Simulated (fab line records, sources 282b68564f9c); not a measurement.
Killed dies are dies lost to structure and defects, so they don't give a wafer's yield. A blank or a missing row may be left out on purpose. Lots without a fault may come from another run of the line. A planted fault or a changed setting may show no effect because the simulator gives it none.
Chamber matching | flow rit_cmos | RIT_CONTACT_CVD_00 on pecvd-01: 3 sister chambers
The step deposits SiO2 from TEOS, target thk 400 nm, time 61 s. 14 wafers are shown with their chamber, then 7 later ones without.

WAFERS WITH THEIR CHAMBER
wafer  | chamber | run_length_s (s) | heater_power_w (W)
L826.1 | 1       | 89.9             | 295
L826.2 | 0       | 88.8             | 313
L826.4 | 2       | 89.2             | 357
L828.2 | 2       | 88.8             | 325
L828.4 | 0       | 89.1             | 308
L828.6 | 1       | 89.7             | 303
L834.2 | 0       | 88.8             | 333
L834.5 | 0       | 88.6             | 337
L834.6 | 1       | 89.4             | 295
L840.2 | 0       | 88.6             | 291
L840.3 | 2       | 88.6             | 372
L840.6 | 2       | 89.2             | 282
L843.4 | 1       | 89.5             | 261
L843.5 | 0       | 88.4             | 254

SIGNATURES (means of the wafers above)
reading        | chamber 0 | chamber 1 | chamber 2 | scatter within a chamber
run_length_s   | 88.717    | 89.625    | 88.950    | 0.253
heater_power_w | 306.00    | 288.50    | 334.00    | 30.9
Rule: a wafer's distance from a chamber is the root of the sum, over the readings, of the square of ((its reading less the chamber's mean) divided by the reading's scatter). The wafer belongs to the nearest chamber; if the next one is less than 2 further off, it can't be placed. The scatter: the root of (the sum of the squares of (reading less its chamber's mean) over the shown wafers, divided by (wafers less chambers)).

WAFERS WITHOUT THEIR CHAMBER
wafer  | run_length_s (s) | heater_power_w (W)
L843.6 | 89.2             | 375
L846.1 | 88.8             | 289
L846.3 | 88.6             | 296
L846.6 | 89.5             | 288
L849.1 | 88.9             | 293
L849.4 | 88.9             | 271
L849.5 | 90.0             | 283

WHICH CHAMBER EACH WENT THROUGH
wafer  | from the rows above          | in truth
L843.6 | can't be placed: 2 or 0 or 1 | 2
L846.1 | can't be placed: 0 or 2      | 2
L846.3 | can't be placed: 0 or 2      | 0
L846.6 | 1                            | 1
L849.1 | can't be placed: 0 or 2      | 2
L849.4 | can't be placed: 0 or 2 or 1 | 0
L849.5 | 1                            | 1
Placed correctly: 2 of 7. Can't be placed from these rows: 5 (the true chamber is among the candidates in 5). Placed wrongly: 0.
